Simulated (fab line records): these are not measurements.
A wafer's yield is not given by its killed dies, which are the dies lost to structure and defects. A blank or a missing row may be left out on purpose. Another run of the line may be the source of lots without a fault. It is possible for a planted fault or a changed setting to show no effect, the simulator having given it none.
Which tool is to blame? | flow berkeley cmos170 | Sampling: 14 lots, 42 wafers, 3 of 331 route steps

WHAT THE GAUGES READ, wafer by wafer
UCB170_PLDD_TW_MEAS_11.
lot  | measured     | on            | PLDD_TW
L908 | day 7 14:52  | film metro-03 | 1009 1011 1012
L909 | day 7 15:09  | film metro-01 | 1007 1009 1006
L907 | day 7 15:36  | film metro-03 | 1005 1012 1011
L906 | day 7 15:53  | film metro-01 | 1002 1006 1007
L904 | day 7 16:10  | film metro-02 | 1007 1005 1005
L913 | day 8 19:59  | film metro-02 | 1008 1009 1009
L916 | day 9 12:31  | film metro-02 | 1093 1099 1098
L919 | day 10 04:07 | film metro-02 | 1093 1091 1094
L920 | day 10 17:35 | film metro-02 | 1005 1008 1009
L922 | day 11 04:20 | film metro-03 | 1001 1007 1004
L925 | day 11 10:58 | film metro-01 | 1011 1013 1011
L924 | day 11 11:05 | film metro-03 | 1011 999 1003
L927 | day 12 01:28 | film metro-02 | 1004 1002 997
L926 | day 12 02:34 | film metro-01 | 1008 1011 1007

UCB170_SDANNEAL_RS_MEAS_04: measurement is done with a four-point probe.
lot  | measured     | on            | PLDD_RS (ohm/sq)
L908 | day 8 06:25  | film metro-03 | 1030.9 1034.6 1034.4
L909 | day 8 06:15  | film metro-01 | 1035.0 1033.4 1036.3
L907 | day 8 06:36  | film metro-02 | 1036.4 1031.2 1035.3
L906 | day 8 07:05  | film metro-02 | 1033.9 1032.9 1035.4
L904 | day 8 06:49  | film metro-01 | 1028.4 1028.2 1029.2
L913 | day 9 11:38  | film metro-02 | 1033.9 1035.7 1034.2
L916 | day 10 02:13 | film metro-01 | 838.9 838.0 839.8
L919 | day 10 18:03 | film metro-01 | 835.4 837.2 835.8
L920 | day 11 06:13 | film metro-03 | 1031.7 1029.5 1033.5
L922 | day 11 18:41 | film metro-03 | 1032.9 1027.9 1031.5
L925 | day 12 03:36 | film metro-01 | 1031.0 1030.8 1032.2
L924 | day 12 04:07 | film metro-03 | 1030.6 1033.5 1030.4
L927 | day 12 15:58 | film metro-02 | 1028.8 1035.0 1033.0
L926 | day 12 16:38 | film metro-01 | 1035.5 1031.3 1032.1

EACH LOT AND THE TOOL THAT RAN IT (in order: tool; ch and the chambers of the sampled wafers; start)
lot  | UCB170_PLDD_IMPLANT_09
L908 | implanter-04 ch 0, day 7 14:37
L909 | implanter-03 ch 0, day 7 14:55
L907 | implanter-02 ch 0, day 7 15:21
L906 | implanter-04 ch 0, day 7 15:38
L904 | implanter-03 ch 0, day 7 15:57
L913 | implanter-04 ch 0, day 8 19:44
L916 | implanter-03 ch 0, day 9 12:16
L919 | implanter-03 ch 0, day 10 03:52
L920 | implanter-02 ch 0, day 10 17:23
L922 | implanter-02 ch 0, day 11 04:07
L925 | implanter-02 ch 0, day 11 10:43
L924 | implanter-04 ch 0, day 11 10:52
L927 | implanter-04 ch 0, day 12 01:13
L926 | implanter-02 ch 0, day 12 02:22
- UCB170_PLDD_IMPLANT_09

AS READ BY THE TOOLS THEMSELVES (means over the sampled wafers that have a number; for cases with no such wafer, the mark the record gives instead)
UCB170_PLDD_IMPLANT_09.
lot  | tool         | beam on s (s) | dose ions cm2 | faraday current uA | rotation deg (degrees)
L908 | implanter-04 | 9.93          | 5e+13         | 159                | 180.02
L909 | implanter-03 | 9.82          | 5e+13         | 161                | 180.00
L907 | implanter-02 | 10.11         | 5e+13         | 157                | 179.99
L906 | implanter-04 | 10.18         | 5e+13         | 156                | 180.01
L904 | implanter-03 | 9.80          | 5e+13         | 162                | 179.93
L913 | implanter-04 | 9.98          | 5e+13         | 159                | 180.00
L916 | implanter-03 | 13.10         | 8e+13         | 195                | 180.00
L919 | implanter-03 | 13.01         | 8e+13         | 196                | 179.92
L920 | implanter-02 | 10.10         | 5e+13         | 157                | 180.02
L922 | implanter-02 | 10.14         | 5e+13         | 157                | 180.02
L925 | implanter-02 | 9.84          | 5e+13         | 161                | 180.01
L924 | implanter-04 | 9.97          | 5e+13         | 159                | 180.00
L927 | implanter-04 | 10.01         | 5e+13         | 158                | 180.03
L926 | implanter-02 | 10.05         | 5e+13         | 158                | 180.00

THE ANSWER, worked out from the rows above alone
Rule: the lots themselves supply what counts as usual. Put in order of their means at a reading, lots are off if they are a third of the lots or fewer, leave a main group of 4 or more, and stand apart from it by a gap of 3 or more times the standard deviation of the main group's means; of several such gaps the widest counts. A main group is skipped when, at the precision printed for the reading in the tables above, its means are all equal. Also off: a lot with no number at a reading for which 4 or more lots have one. Where the step has rows for the other lots, those lots are counted as sound. Order of review: gauges by route order, followed by the tools' own readings, for which a lot's mean as printed above is used. The first step at which some lot is off is used, and at that step the reading that is off furthest; a lot without a number counts as furthest.
Off: L916, L919, seen at UCB170_PLDD_TW_MEAS_11 (PLDD_TW). The main group has a mean of 1007 with a standard deviation of 2.9.
If a tool, at a process step before that reading, ran all the lots that are off and no sound lot after the first of them, it fits. Not tried: the gauges at UCB170_PLDD_TW_MEAS_11; whatever is off there is also off at UCB170_SDANNEAL_RS_MEAS_04, on other tools, and gauge error can't account for it. One fits: implanter-03 at UCB170_PLDD_IMPLANT_09. A fault onset in the window from L904 (day 7 15:57, its last sound lot) to L916 (day 9 12:16, its first lot off) fits.
The tool's own readings at UCB170_PLDD_IMPLANT_09 bear it out: on the lots that are off they differ by more than 5 times the standard deviation of the sound lots' means. beam on s reads 13.05 s there against 9.99 s on the sound lots; dose ions cm2 reads 8e+13 there against 5e+13 on the sound lots; faraday current uA reads 196 there against 159 on the sound lots.

WHAT HAD BEEN PUT IN BY THE SIMULATOR
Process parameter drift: implanter-03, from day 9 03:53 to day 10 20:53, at UCB170_PLDD_IMPLANT_09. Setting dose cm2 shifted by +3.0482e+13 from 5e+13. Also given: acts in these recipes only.
Shown lots that were struck: L916, L919. The rule above reached the same finding.
